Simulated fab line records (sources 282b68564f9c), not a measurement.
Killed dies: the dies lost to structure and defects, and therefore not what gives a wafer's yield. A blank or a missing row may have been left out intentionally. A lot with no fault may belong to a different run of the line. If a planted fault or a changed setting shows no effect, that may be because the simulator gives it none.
What tool caused it? | flow ritCmos | 7 lots, 21 wafers sampled, at 4 steps of a route of 202

## WHAT EACH GAUGE READ, for each wafer
RIT_PLDD_OVL_MEAS_06.
lot  | measured    | on         | PLDD_OVL (nm)
L562 | day 3 04:25 | overlay-01 | 0.9 0.2 3.2
L565 | day 3 19:42 | overlay-02 | 1.2 -0.2 0.9
L568 | day 4 09:37 | overlay-01 | 0.2 0.7 0.7
L579 | day 6 18:31 | overlay-02 | -2.3 1.0 -0.2
L581 | day 7 00:26 | overlay-02 | -0.1 -0.5 0.2

## WHAT TOOL EACH LOT RAN ON (gives the tool, then ch and the chambers of the sampled wafers, and finally the start)
lot  | RIT_PWELL_STRIP_09                 | RIT_PRETRO_STRIP_09                | RIT_GATE_STRIP_20
L562 | plasmaAsher-02 ch 0,1, day 2 05:31 | plasmaAsher-04 ch 0,1, day 2 15:31 | plasmaAsher-03 ch 0,1, day 2 22:55
L565 | plasmaAsher-02 ch 0,1, day 2 20:04 | plasmaAsher-01 ch 0,1, day 3 04:37 | plasmaAsher-01 ch 0,1, day 3 13:35
L568 | plasmaAsher-03 ch 0,1, day 3 10:51 | plasmaAsher-01 ch 0,1, day 3 19:32 | plasmaAsher-01 ch 0,1, day 4 02:27
L570 | plasmaAsher-04 ch 0,1, day 3 20:37 | plasmaAsher-02 ch 0,1, day 4 05:20 | plasmaAsher-01 ch 0,1, day 4 12:42
L572 | plasmaAsher-04 ch 0,1, day 4 08:55 | plasmaAsher-02 ch 0,1, day 4 18:11 | plasmaAsher-01 ch 0,1, day 5 01:50
L579 | plasmaAsher-02 ch 0,1, day 5 19:58 | plasmaAsher-04 ch 0,1, day 6 06:11 | plasmaAsher-01 ch 1, day 6 12:47
L581 | plasmaAsher-03 ch 0,1, day 6 03:29 | plasmaAsher-04 ch 0,1, day 6 12:13 | plasmaAsher-01 ch 0,1, day 6 18:49
- RIT_PWELL_STRIP_09: strips in O2, time 180 s.
- RIT_PRETRO_STRIP_09: strips in O2, time 180 s.
- RIT_GATE_STRIP_20: strips in O2, time 180 s.

## THE ANSWER, worked out from the rows above alone
Rule: the lots themselves supply what counts as usual. The widest of any qualifying gaps counts: lots, ordered by their means at a reading, are off when they make up no more than a third of the lots, leave a main group of 4 or more, and stand apart from it by 3 or more times the standard deviation of that group's means. A main group is skipped when, at the precision printed for the reading in the tables above, its means are all equal. Also off: a lot with no number at a reading for which 4 or more lots have one. Where the step has rows for the other lots, those lots are counted as sound.
No lot is off at any reading shown: from this, nothing can be told.

## WHAT THE SIMULATOR HAD INSERTED
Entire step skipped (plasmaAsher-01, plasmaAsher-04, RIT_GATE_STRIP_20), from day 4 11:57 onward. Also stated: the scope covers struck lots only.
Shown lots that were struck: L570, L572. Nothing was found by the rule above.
